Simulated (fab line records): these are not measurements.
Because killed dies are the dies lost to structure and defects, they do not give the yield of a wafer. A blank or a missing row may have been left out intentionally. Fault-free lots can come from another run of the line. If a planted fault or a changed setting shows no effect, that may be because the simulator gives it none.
The tool behind it: which one? | flow berkeley cmos170 | 7 lots, 21 wafers sampled, at 2 steps of a route of 331

## WHAT THE GAUGES SHOWED, per wafer
UCB170_NVT_TW_MEAS_09.
lot  | measured     | on            | NVT_TW
L472 | day 7 07:28  | film metro-04 | 522 523 523
L473 | day 7 08:01  | film metro-02 | 534 534 533
L476 | day 7 23:05  | film metro-01 | 533 532 531
L482 | day 9 02:31  | film metro-02 | 535 539 541
L488 | day 10 01:05 | film metro-01 | 575 576 576
L491 | day 10 17:28 | film metro-02 | 539 537 539
L494 | day 11 04:47 | film metro-02 | 536 534 534

## TOOL THAT RAN EACH LOT (tool first, then ch and the chambers of the sampled wafers, then the start)
lot  | UCB170_NVT_IMPLANT_07
L472 | implanter-01 ch 0, day 7 07:13
L473 | implanter-02 ch 0, day 7 07:46
L476 | implanter-02 ch 0, day 7 22:50
L482 | implanter-03 ch 0, day 9 02:16
L488 | implanter-01 ch 0, day 10 00:50
L491 | implanter-03 ch 0, day 10 17:15
L494 | implanter-03 ch 0, day 11 04:32
- UCB170_NVT_IMPLANT_07

## THE ANSWER, worked out from the rows above alone
Rule: what is usual is taken from the lots themselves. Put in order of their means at a reading, lots are off if they are a third of the lots or fewer, leave a main group of 4 or more, and stand apart from it by a gap of 3 or more times the standard deviation of the main group's means; of several such gaps the widest counts. The tables above print the reading to a certain number of digits; a main group whose means all agree to those digits is not used. A lot without any number at a reading at which 4 lots or more have one is off too. The other lots that the step has rows for count as sound.
Off: L488, at UCB170_NVT_TW_MEAS_09 (NVT_TW). The main group has a mean of 533 with a standard deviation of 5.3.
If a tool, at a process step before that reading, ran all the lots that are off and no sound lot after the first of them, it fits. The gauges at UCB170_NVT_TW_MEAS_09 are tried like those tools. Can't be told from this: 2 tools fit, implanter-01 at UCB170_NVT_IMPLANT_07, film metro-01 at UCB170_NVT_TW_MEAS_09.

## WHAT THE SIMULATOR HAD INSERTED
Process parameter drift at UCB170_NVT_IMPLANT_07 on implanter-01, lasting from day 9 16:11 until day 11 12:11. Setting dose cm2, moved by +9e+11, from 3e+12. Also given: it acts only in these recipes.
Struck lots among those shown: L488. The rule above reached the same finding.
